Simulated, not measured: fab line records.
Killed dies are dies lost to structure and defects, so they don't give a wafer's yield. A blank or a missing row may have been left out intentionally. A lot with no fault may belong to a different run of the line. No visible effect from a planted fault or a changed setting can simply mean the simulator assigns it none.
Which tool is to blame?    flow berkeley-cmos170    14 lots, 42 wafers sampled, at 6 steps of a route of 331

## WHAT THE GAUGES SHOWED, per wafer
UCB170_ACTIVE_THK_MEAS_06. Usual: for ACTIVE_NITRIDE_THK the level is 219.3 nm and the standard deviation is 2.2.
lot   measured     on             ACTIVE_NITRIDE_THK (nm)  flag
L360  day 5 09:26  film-metro-01  219.1 217.6 220.1        
L361  day 5 18:16  film-metro-01  216.6 216.5 215.8        
L365  day 6 09:32  film-metro-01  220.6 220.8 223.0        
L366  day 6 23:43  film-metro-03  218.4 218.4 218.9        
L367  day 6 23:38  film-metro-01  220.5 219.7 219.6        
L368  day 6 23:42  film-metro-01  218.8 218.2 219.6        
L371  day 7 12:41  film-metro-03  221.1 220.1 221.9        
L373  day 7 12:41  film-metro-04  220.2 224.1 220.6        
L374  day 7 12:49  film-metro-03  219.7 221.1 219.0        
L375  day 7 23:22  film-metro-04  217.9 218.2 217.7        
L376  day 7 23:20  film-metro-01  218.2 217.0 217.8        
L377  day 8 06:10  film-metro-03  219.2 217.6 219.5        
L380  day 8 17:06  film-metro-01  218.2 217.0 217.8        
L379  day 8 18:59  film-metro-01  215.9 214.2 214.8        

UCB170_M2_RS_MEAS_02: uses a four-point probe to measure. Usual: for M2_AL_RS the level is 0.0322 ohm/sq and the standard deviation is 0.0004.
lot   measured      on             M2_AL_RS (ohm/sq)     flag
L360  day 8 11:58   film-metro-03  - - -                 OFF
L361  day 9 02:13   film-metro-03  - - -                 OFF
L365  day 9 22:35   film-metro-04  0.0315 0.0323 0.0319  
L366  day 10 12:53  film-metro-03  0.0327 0.0329 0.0324  
L367  day 10 12:23  film-metro-04  0.0330 0.0326 0.0327  
L368  day 10 11:49  film-metro-04  0.0325 0.0324 0.0327  
L371  day 11 01:14  film-metro-03  0.0317 0.0325 0.0320  
L373  day 11 00:58  film-metro-02  0.0326 0.0319 0.0323  
L374  day 11 02:49  film-metro-02  0.0315 0.0313 0.0319  
L375  day 12 01:50  film-metro-02  0.0323 0.0325 0.0324  
L376  day 12 01:43  film-metro-03  0.0321 0.0324 0.0324  
L377  day 12 02:05  film-metro-04  0.0326 0.0323 0.0328  
L380  day 12 06:13  film-metro-02  0.0323 0.0314 0.0317  
L379  day 12 12:11  film-metro-02  0.0324 0.0321 0.0319  

UCB170_M2_THK_MEAS_03: measures by xrf. Usual: for M2_AL_THK the level is 892 nm and the standard deviation is 11.
lot   measured      on             M2_AL_THK (nm)  flag
L360  day 8 12:03   film-metro-03  <0 <0 <0        OFF
L361  day 9 02:20   film-metro-03  <0 <0 <0        OFF
L365  day 9 22:43   film-metro-04  910 885 900     
L366  day 10 12:59  film-metro-03  884 881 894     
L367  day 10 12:30  film-metro-04  872 884 878     
L368  day 10 11:56  film-metro-04  887 887 881     
L371  day 11 01:21  film-metro-03  913 887 900     
L373  day 11 01:04  film-metro-02  882 898 887     
L374  day 11 02:55  film-metro-02  911 917 895     
L375  day 12 01:56  film-metro-02  893 882 881     
L376  day 12 01:50  film-metro-03  896 884 887     
L377  day 12 02:11  film-metro-04  877 893 871     
L380  day 12 06:20  film-metro-02  893 909 902     
L379  day 12 12:18  film-metro-02  881 890 890     

UCB170_M3_CD_MEAS_15: the cd target is 700 nm. Usual: cd-nm at 700.5 nm, with a standard deviation of 1.2.
lot   measured      on         cd-nm (nm)         flag
L365  day 10 08:34  cd-sem-02  701.4 700.3 700.6  
L366  day 11 05:45  cd-sem-02  699.3 699.6 700.0  
L367  day 11 05:01  cd-sem-01  699.3 699.6 700.4  
L368  day 11 01:25  cd-sem-02  701.4 700.7 700.6  
L371  day 11 13:55  cd-sem-01  701.1 700.5 700.2  
L373  day 11 13:38  cd-sem-01  703.5 702.4 702.5  
L374  day 11 14:32  cd-sem-02  702.4 701.4 701.8  
L375  day 12 10:28  cd-sem-02  701.3 702.1 701.8  
L376  day 12 09:52  cd-sem-02  700.6 700.3 702.1  
L377  day 12 10:34  cd-sem-01  698.8 700.4 699.6  
L380  day 12 17:09  cd-sem-01  700.2 700.1 700.4  
L379  day 13 01:53  cd-sem-01  702.5 699.4 699.1  

## TOOL THAT RAN EACH LOT (tool first, then ch and the chambers of the sampled wafers, then the start)
lot   UCB170_PWELL_ETCH_14               UCB170_M2_SPUTTER_01
L360  rie-diel-01 ch 0,2,3, day 3 16:02  pvd-sputter-04, day 8 11:49
L361  rie-diel-01 ch 1,2,3, day 3 23:53  pvd-sputter-01, day 9 02:08
L365  rie-diel-04 ch 2,3, day 5 05:11    pvd-sputter-02, day 9 22:31
L366  rie-diel-01 ch 0,3, day 5 16:26    pvd-sputter-04, day 10 12:46
L367  rie-diel-04 ch 0,2,3, day 5 19:58  pvd-sputter-01, day 10 12:17
L368  rie-diel-03 ch 0,2,3, day 5 20:32  pvd-sputter-01, day 10 11:44
L371  rie-diel-03 ch 0,1,2, day 6 08:22  pvd-sputter-04, day 11 01:08
L373  rie-diel-04 ch 0,3, day 6 14:28    pvd-sputter-01, day 11 00:52
L374  rie-diel-01 ch 0,1, day 6 14:43    pvd-sputter-02, day 11 02:41
L375  rie-diel-03 ch 0,3, day 6 21:42    pvd-sputter-04, day 12 01:42
L376  rie-diel-04 ch 0,2,3, day 6 21:47  pvd-sputter-02, day 12 01:38
L377  rie-diel-03 ch 0,1,2, day 7 06:07  pvd-sputter-01, day 12 01:59
L380  rie-diel-03 ch 0,2,3, day 7 16:31  pvd-sputter-02, day 12 06:08
L379  rie-diel-01 ch 0,1,2, day 7 18:16  pvd-sputter-04, day 12 12:06
- UCB170_PWELL_ETCH_14: etches Si3N4 in CH3F/Ar/O2, stops on SiO2, target depth 242 nm, time 151 s.
- UCB170_M2_SPUTTER_01: material Al, target thk 900 nm, time 120 s.

## WHAT THE TOOLS THEMSELVES READ (means of the sampled wafers that have a number; where no wafer has one, the mark that the record gives instead)
UCB170_PWELL_ETCH_14. Usual: chamber-pressure-mTorr 50.00 mTorr, standard deviation 0.045; drypump-motor-current-A 5.6 A, standard deviation 0.43; oes-product-au 0.955 a.u., standard deviation 0.017; throttle-valve-pct 8.01 %, standard deviation 0.11.
lot   tool         chamber-pressure-mTorr (mTorr)  drypump-motor-current-A (A)  oes-product-au (a.u.)  throttle-valve-pct (%)  flag
L360  rie-diel-01  49.98                           5.6                          0.983                  7.99                    
L361  rie-diel-01  50.02                           5.4                          0.962                  8.01                    
L365  rie-diel-04  50.03                           5.6                          0.957                  8.11                    
L366  rie-diel-01  49.97                           5.5                          0.950                  8.00                    
L367  rie-diel-04  49.96                           5.9                          0.962                  8.06                    
L368  rie-diel-03  49.98                           5.8                          0.945                  8.03                    
L371  rie-diel-03  49.98                           6.0                          0.926                  7.95                    
L373  rie-diel-04  49.99                           6.0                          0.962                  7.97                    
L374  rie-diel-01  50.00                           5.0                          0.959                  8.10                    
L375  rie-diel-03  50.03                           5.5                          0.956                  8.10                    
L376  rie-diel-04  50.03                           5.9                          0.969                  8.06                    
L377  rie-diel-03  49.99                           6.0                          0.938                  7.94                    
L380  rie-diel-03  50.00                           5.8                          0.947                  8.02                    
L379  rie-diel-01  49.98                           5.4                          0.961                  8.07                    

UCB170_M2_SPUTTER_01. Usual: cathode-dc-power-W 5999.9 W, standard deviation 1; chamber-pressure-pa 0.5000 Pa, standard deviation 0.001; throttle-valve-pct 30.3 %, standard deviation 0.65.
lot   tool            cathode-dc-power-W (W)  chamber-pressure-pa (Pa)  throttle-valve-pct (%)  flag
L360  pvd-sputter-04  -                       -                         -                       OFF
L361  pvd-sputter-01  -                       -                         -                       OFF
L365  pvd-sputter-02  6001.2                  0.4998                    29.8                    
L366  pvd-sputter-04  6000.2                  0.5001                    30.4                    
L367  pvd-sputter-01  5998.9                  0.5006                    30.7                    
L368  pvd-sputter-01  5998.9                  0.4997                    30.6                    
L371  pvd-sputter-04  6000.1                  0.5005                    30.6                    
L373  pvd-sputter-01  6000.2                  0.4991                    30.3                    
L374  pvd-sputter-02  5999.1                  0.4999                    30.3                    
L375  pvd-sputter-04  5999.7                  0.5001                    29.6                    
L376  pvd-sputter-02  5998.7                  0.5013                    29.9                    
L377  pvd-sputter-01  5999.9                  0.4989                    30.9                    
L380  pvd-sputter-02  6000.8                  0.4994                    29.8                    
L379  pvd-sputter-04  6001.0                  0.5004                    29.9                    

## THE ANSWER, worked out from the rows above alone
Rule: a lot counts as off when the mean over its wafers that have a number is more than 3 standard deviations away from the usual mean. A lot without any number at a reading at which 4 lots or more have one is off too. Any other lot the step has rows for is counted as sound. The gauges are gone through in route order, then the tools' own readings, and for those a lot's mean is taken as printed above. At the first step where some lot is off, the reading lying furthest off is the one used; lots without a number count as furthest.
Off: L360, L361, at UCB170_M2_RS_MEAS_02 (M2_AL_RS). Without a number there: L360, L361.
If a tool, at a process step before that reading, ran all the lots that are off and no sound lot after the first of them, it fits. Not tried: the gauges at UCB170_M2_RS_MEAS_02; whatever is off there is also off at UCB170_M2_SPUTTER_01, on other tools, and gauge error can't account for it. Of those tried, none fits.

## WHAT THE SIMULATOR PUT IN
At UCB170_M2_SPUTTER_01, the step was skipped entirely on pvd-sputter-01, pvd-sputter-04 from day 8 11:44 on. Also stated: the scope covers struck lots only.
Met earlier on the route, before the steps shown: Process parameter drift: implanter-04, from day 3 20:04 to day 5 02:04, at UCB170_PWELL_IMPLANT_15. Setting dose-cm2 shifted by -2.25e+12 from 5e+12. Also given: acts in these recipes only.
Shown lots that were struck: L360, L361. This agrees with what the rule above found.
